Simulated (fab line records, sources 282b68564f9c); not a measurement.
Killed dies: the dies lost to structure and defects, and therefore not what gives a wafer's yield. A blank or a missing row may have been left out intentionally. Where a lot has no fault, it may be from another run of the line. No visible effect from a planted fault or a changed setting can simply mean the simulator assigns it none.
Struck lot and sound lot, side by side    flow rit cmos    14 steps out of a route of 202
Sound: these wafers, L357.2, L357.4, L357.6. The struck wafers were L359.1, L359.2, L359.3. The cause is given at the end.
Each step with rows lists, per side, the tool, then ch with its chambers, then its first start. Under that, the readings that differ: sound wafers    struck wafers    difference of the means    sigmas: that difference in standard deviations of wafers without a fault.
alike: readings whose means differ by less than 2 such deviations, and words and numbers that are the same on both sides. not compared: withheld readings, readings that some wafer has no value for, bounds like >300 that may hide the same value, and numbers for which the record gives no deviation and whose values overlap.
Wherever a step has rows on one side only, a row that says differs or no value, or a row with sigmas, the two part there. When numbers do not overlap yet have no deviation, they are printed without sigmas and do not part them. A reading missing from all wafers of one side parts the sides only when that side holds two or more wafers.

first, 3 steps without rows for these wafers: RIT_NLDD_EXPOSE_03 (exposes mask M7, target cd 40700 nm); RIT_NLDD_PEB_04; RIT_NLDD_DEVELOP_05 (develop time 50 s).
RIT_NLDD_OVL_MEAS_06:
  sound on overlay-02 at day 4 18:32; struck on overlay-01 at day 5 01:20
  alike: NLDD_OVL
then, 2 steps without rows for these wafers: RIT_NLDD_HARDBAKE_07 (time 60 s); RIT_NLDD_IMPLANT_08.
RIT_NLDD_STRIP_09: strips in O2, time 180 s.
  sound on plasma asher-03 ch 0,1, day 4 18:52; struck on plasma asher-03 ch 0,1, day 5 01:40
  alike: drypump motor current A
  not compared: rf hours counter h
RIT_NLDD_TW_MEAS_10:
  sound on film metro-03 at day 4 19:03; struck on film metro-03 at day 5 01:50
  alike: NLDD_TW
then, 4 steps without rows for these wafers: RIT_PLDD_HMDS_00 (prime time 60 s); RIT_PLDD_COAT_01 (resist thk 1000 nm); RIT_PLDD_SOFTBAKE_02 (time 60 s); RIT_PLDD_EXPOSE_03 (exposes mask M8, target cd 40900 nm).
RIT_PLDD_PEB_04:
  struck on litho track-02, day 5 02:35; sound on litho track-01 ch 0, day 4 19:41
reading          sound           struck  difference                     sigmas
exhaust pa (Pa)  45.1 45.1 43.9  - - -   no value on the struck wafers  
  not compared: chill plate temp C
then, 1 step without rows for these wafers: RIT_PLDD_DEVELOP_05 (develop time 50 s).

## WHERE THEY PART
RIT_PLDD_PEB_04 only, going by this record.

WHY: the cause the simulator had injected
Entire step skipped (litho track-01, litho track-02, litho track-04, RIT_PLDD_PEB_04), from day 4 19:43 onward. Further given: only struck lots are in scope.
